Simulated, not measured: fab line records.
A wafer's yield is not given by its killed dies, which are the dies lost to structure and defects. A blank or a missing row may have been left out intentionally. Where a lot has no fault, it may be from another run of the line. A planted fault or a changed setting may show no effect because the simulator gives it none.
Split-lot study ; flow rit-cmos ; 23 wafers read from 5 lots, route of 202 steps

== ABOUT THE SPLIT ==
At RIT_PLDD_COAT_01 (resist thk 1000 nm), the setting resist-thk-nm was moved away from the recipe's 1000 nm on 7 of the 23 wafers read, by +2.7% to +6.0%. All remaining wafers had this setting at the recipe value.

== FROM THE SPLIT TO THE READING: what the file shows between them, 3 steps ==
- RIT_PLDD_SOFTBAKE_02: time 60 s
- RIT_PLDD_EXPOSE_03: exposes mask M8, target cd 40900 nm
- RIT_PLDD_DEVELOP_05: develop time 50 s

== THE READING ==
NOVOLAK_of_PLDD_COAT_01.thk-nm (the simulator's own value, which no gauge read), in nm, at RIT_PLDD_HARDBAKE_07 (time 60 s). The file does not state a usual value for it. Across the 16 wafers here that went through the recipe, the average is 882.3 nm and the standard deviation 3.5 nm.

wafer;tool, chamber at the split;resist-thk-nm as run, nm;against the recipe;NOVOLAK_of_PLDD_COAT_01.thk-nm, nm;against lot-mates on the recipe
L074.1;litho-track-04, 0;1049;+4.9%;925.9;+40.9
L074.2;litho-track-04, 0;1049;+4.9%;930.1;+45.1
L074.4;litho-track-04, 0;1000;recipe;884.9;-
L074.5;litho-track-04, 0;1000;recipe;885.7;-
L074.6;litho-track-04, 0;1000;recipe;884.3;-
L075.1;litho-track-04, 0;1060;+6.0%;934.2;+50.8
L075.2;litho-track-04, 0;1060;+6.0%;937.7;+54.3
L075.3;litho-track-04, 0;1060;+6.0%;935.2;+51.8
L075.4;litho-track-04, 0;1000;recipe;882.5;-
L075.6;litho-track-04, 0;1000;recipe;884.3;-
L078.1;litho-track-03, 0;1000;recipe;880.1;-
L078.3;litho-track-03, 0;1000;recipe;878.6;-
L078.4;litho-track-03, 0;1000;recipe;878.8;-
L078.5;litho-track-03, 0;1000;recipe;878;-
L078.6;litho-track-03, 0;1000;recipe;882.6;-
L080.1;litho-track-02, 0;1000;recipe;886.3;-
L080.2;litho-track-02, 0;1027;+2.7%;913.7;+26.5
L080.3;litho-track-02, 0;1000;recipe;887.7;-
L080.5;litho-track-02, 0;1000;recipe;887.7;-
L080.6;litho-track-02, 0;1027;+2.7%;912.3;+25.1
L085.2;litho-track-03, 0;1000;recipe;877.4;-
L085.3;litho-track-03, 0;1000;recipe;878;-
L085.6;litho-track-03, 0;1000;recipe;879.9;-

FIT RESULTS
A straight line over all 23 wafers: NOVOLAK_of_PLDD_COAT_01.thk-nm changes by +9.15 nm for each +1% of resist-thk-nm; r = +0.99; the points scatter about the line by 3.7 nm.
The same after taking each lot's own level away (the mean of its wafers on the recipe; 23 wafers): +8.78 nm for each +1%; r = +1.00; scatter 1.5 nm.
The reading moves by 53 nm for the largest change in resist-thk-nm, on that fit.
From 878.43 to 887.23 nm: that is the span of the lots' own levels, equal to 2.5 times the standard deviation above.
Consequently the slope shifts little with the lot-to-lot level, the two slopes agreeing.
Check: +53.4 nm against its lot-mates is what the line predicts for one of the wafers moved furthest among these (+6.0%) when that wafer is left out of the fit. Against them it came out at +50.8 nm.

== FURTHER SPLITS ON THESE WAFERS ==
These wafers also went through other splits before the reading. Each is held against what the fit with the lots' levels taken away leaves over:
other split on the same wafers;wafers away from the commonest value;r with NOVOLAK_of_PLDD_COAT_01.thk-nm (lot level and that fit taken away)
RIT_ACTIVE_OXIDATION_01 temp-c;15;-0.21
RIT_ACTIVE_DEVELOP_10 develop-time-s;8;-0.09
RIT_NWELL_IMPLANT_08 energy-kev;5;+0.24
RIT_PWELL_IMPLANT_08 energy-kev;8;+0.08
RIT_GATE_OXIDATION_05 temp-c;10;-0.14
RIT_NLDD_COAT_01 spin-rpm;10;-0.06

== THE WHOLE CHAIN: every reading that the file lists as answering this split, in the file's order ==
step;what it does;reading;change (the file's fit);r (the file's)
RIT_PLDD_COAT_01;resist thk 1000 nm;NOVOLAK_of_PLDD_COAT_01.thk-nm (the simulator's own value, which no gauge read);+10.1 nm for each +1% of the setting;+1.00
RIT_PLDD_HARDBAKE_07;time 60 s;NOVOLAK_of_PLDD_COAT_01.thk-nm (the simulator's own value, which no gauge read);+8.83 nm for each +1% of the setting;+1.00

== THE FILE'S OWN FIT ==
NOVOLAK_of_PLDD_COAT_01.thk-nm changes by +8.83 nm for each +1% of resist-thk-nm, r = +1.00.
